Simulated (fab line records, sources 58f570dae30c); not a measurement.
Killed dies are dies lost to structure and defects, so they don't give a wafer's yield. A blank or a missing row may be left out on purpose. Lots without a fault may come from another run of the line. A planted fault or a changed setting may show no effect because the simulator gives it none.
Which tool did it? | flow berkeley_cmos170 | 7 lots, 21 wafers sampled, at 4 steps of a route of 331

WHAT THE GAUGES READ, wafer by wafer
UCB170_M3_CD_MEAS_15: target cd 700 nm.
lot  | measured     | on        | cd_nm (nm)
L462 | day 9 08:12  | cd_sem-01 | 699.3 698.9 698.6
L463 | day 9 11:37  | cd_sem-01 | 697.5 698.2 699.5
L466 | day 10 12:14 | cd_sem-01 | 702.2 700.1 701.6
L468 | day 10 23:56 | cd_sem-02 | 701.1 700.4 700.1
L473 | day 11 23:26 | cd_sem-02 | 700.8 701.5 702.0
L478 | day 13 05:35 | cd_sem-02 | 701.9 702.3 702.9
L482 | day 14 13:43 | cd_sem-02 | 700.8 700.9 701.6

WHICH TOOL RAN EACH LOT (tool, then ch and the chambers of the sampled wafers, then the start)
lot  | UCB170_SPACER_CVD_00            | UCB170_M2_STRIP_19                   | UCB170_M3_STRIP_07
L462 | pecvd-03 ch 0,1, day 8 00:25    | plasma_asher-02 ch 0,1, day 9 03:30  | plasma_asher-03 ch 0,1, day 9 07:03
L463 | pecvd-04 ch 0,1, day 8 00:35    | plasma_asher-04 ch 0,1, day 9 06:24  | plasma_asher-03 ch 0,1, day 9 10:03
L466 | pecvd-03 ch 1,2, day 9 04:34    | plasma_asher-04 ch 0,1, day 10 06:26 | plasma_asher-03 ch 0,1, day 10 11:07
L468 | pecvd-03 ch 1,2, day 9 12:45    | plasma_asher-01 ch 0,1, day 10 18:53 | plasma_asher-01 ch 0,1, day 10 22:41
L473 | pecvd-03 ch 0,1,2, day 10 10:43 | plasma_asher-01 ch 0,1, day 11 18:19 | plasma_asher-01 ch 0,1, day 11 21:53
L478 | pecvd-01 ch 0,1,2, day 11 20:34 | plasma_asher-02 ch 0,1, day 12 22:07 | plasma_asher-04 ch 0,1, day 13 03:42
L482 | pecvd-04 ch 0,1,2, day 12 18:29 | plasma_asher-01 ch 0,1, day 14 05:29 | plasma_asher-04 ch 0,1, day 14 11:34
- UCB170_SPACER_CVD_00: deposits SiO2 from TEOS/O2, target thk 376 nm, time 47 s.
- UCB170_M2_STRIP_19: strips in O2.
- UCB170_M3_STRIP_07: strips in O2.

THE ANSWER, worked out from the rows above alone
Rule: what is usual is taken from the lots themselves. Put in order of their means at a reading, lots are off if they are a third of the lots or fewer, leave a main group of 4 or more, and stand apart from it by a gap of 3 or more times the standard deviation of the main group's means; of several such gaps the widest counts. A main group whose means are all the same, to the digits that the tables above print for the reading, isn't used. A lot without any number at a reading at which 4 lots or more have one is off too. The other lots that the step has rows for count as sound.
No lot is off at any reading shown: from this, nothing can be told.

WHAT THE SIMULATOR HAD PUT IN
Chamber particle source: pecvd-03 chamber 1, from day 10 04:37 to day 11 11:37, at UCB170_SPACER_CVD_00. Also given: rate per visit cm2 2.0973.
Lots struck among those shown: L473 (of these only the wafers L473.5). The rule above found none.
